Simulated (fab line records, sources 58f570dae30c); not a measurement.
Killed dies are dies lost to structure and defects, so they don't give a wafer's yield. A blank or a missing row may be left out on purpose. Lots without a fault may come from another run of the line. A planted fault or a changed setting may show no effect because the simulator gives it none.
fab line records | flow berkeley_cmos170
record lots=14 wafers=42 last_day=13
route steps=331 shown SILICIDE@215
lots that met no fault: from a run of the same line without faults
start_h: hours from the record's first day to the start of the lot's first wafer shown | wait_h: hours since the lot's step before | " the same as in the row above | L1.1+2: a row that stands for several wafers | - no value, or no start given | * or withheld: withheld | < > ~ a bound
route shown NAME@n: a module of which the file shows steps, and the number in the route of the first | usual: mean/standard deviation of fault-free wafers | same: alike in all rows | chamber/n: place in a boat | sites: the reading at each site | _std_site: their standard deviation | _edge_site: outer sites' mean less inner sites' | radius_mm: how far each site lies from the wafer's centre | mask NAME#n: copy n | behind: the tool/chamber that last shaped the wafer | hold: why the lot was held/for how many hours/how that ended | device: the transistor (n, p or np) that didn't switch | end of line: the same wafers' tests at the end of the route | a step without rows: its recipe alone | killed: dies lost to structure and defects at the first sort, not the wafer's yield | map: a wafer's dies, x killed, . not, _ none there
set.NAME: the setting as run; set.NAME@STEP: as run at that earlier step | model.NAME: the simulator's own value behind a step, which no gauge read
steps of the route over a sample of lots; a table a step, a row a wafer
## steps
# step UCB170_SILICIDE_WET_ETCH_05
# recipe chemistry=SPM time_s=45 temp_c=120 target=Ti
# usual bath_guard_temp_C=120.1/0.37 bath_heat_duty_pct=13.9/1.7
# columns lot.wafer tool chamber start_h wait_h bath_guard_temp_C bath_heat_duty_pct
L456.1 wet_bench-02 2 182.21 0.1 119.7 15.6
L456.3 " 2 " " 119.6 12.4
L456.6 " 2 " " 119.6 13.6
L457.1 wet_bench-01 0 199.42 0.3 - -
L457.2 " 0 " " - -
L457.6 " 0 " " - -
L461.2 wet_bench-01 3 199.42 0.3 - -
L461.3 " 3 " " - -
L461.5 " 3 " " - -
L462.1 wet_bench-01 3 200.77 0.1 120.7 12.6
L462.4 " 3 " " 120.2 13.2
L462.6 " 3 " " 120.5 13.1
L465.3 wet_bench-02 3 226.19 0.0 119.3 14.2
L465.5 " 3 " " 119.3 13.5
L465.6 " 3 " " 119.2 13.8
L464.1 wet_bench-02 3 226.38 0.1 119.6 14.2
L464.5 " 3 " " 119.3 14.1
L464.6 " 3 " " 120.1 15.0
L468.1 wet_bench-02 1 240.03 0.1 120.4 14.4
L468.5 " 1 " " 120.6 13.1
L468.6 " 1 " " 120.2 13.3
L471.1 wet_bench-01 0 259.23 0.1 120.2 15.8
L471.3 " 0 " " 120.2 17.8
L471.6 " 0 " " 120.0 16.2
L473.3 wet_bench-01 1 259.58 0.0 120.1 15.2
L473.4 " 1 " " 119.6 14.6
L473.5 " 1 " " 120.0 15.6
L472.2 wet_bench-01 0 259.81 0.1 120.1 16.5
L472.4 " 0 " " 120.2 16.4
L472.5 " 0 " " 120.0 15.4
L470.2 wet_bench-02 1 260.03 0.1 120.5 13.5
L470.3 " 1 " " 120.6 13.9
L470.5 " 1 " " 120.3 11.9
L474.2 wet_bench-01 2 277.06 1.2 120.1 11.8
L474.3 " 2 " " 120.4 11.6
L474.6 " 2 " " 120.6 11.5
L476.2 wet_bench-01 0 277.06 1.7 120.2 17.2
L476.5 " 0 " " 120.1 16.5
L476.6 " 0 " " 120.2 16.3
L477.1 wet_bench-03 2 281.78 0.1 120.5 14.3
L477.3 " 2 " " 120.2 14.1
L477.4 " 2 " " 120.0 14.0
## key
first_sign step=UCB170_SILICIDE_WET_ETCH_05 reading=tool_record direction=missing
effect none on later readings
met_at UCB170_SILICIDE_WET_ETCH_05
struck_lots L457,L461
tester_left_out L457,L461
fault kind=skipped_step_whole tool=wet_bench-01 chamber=- onset_h=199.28 steps=UCB170_SILICIDE_WET_ETCH_05 scope=struck_lots_only
# tester_left_out: of these lots the tester's yield and bins aren't shown, on N5 and GAA mostly nor the transistor test; their killed dies are dies lost to structure and defects alone, not to doping, threshold or leakage, so they don't give the yield
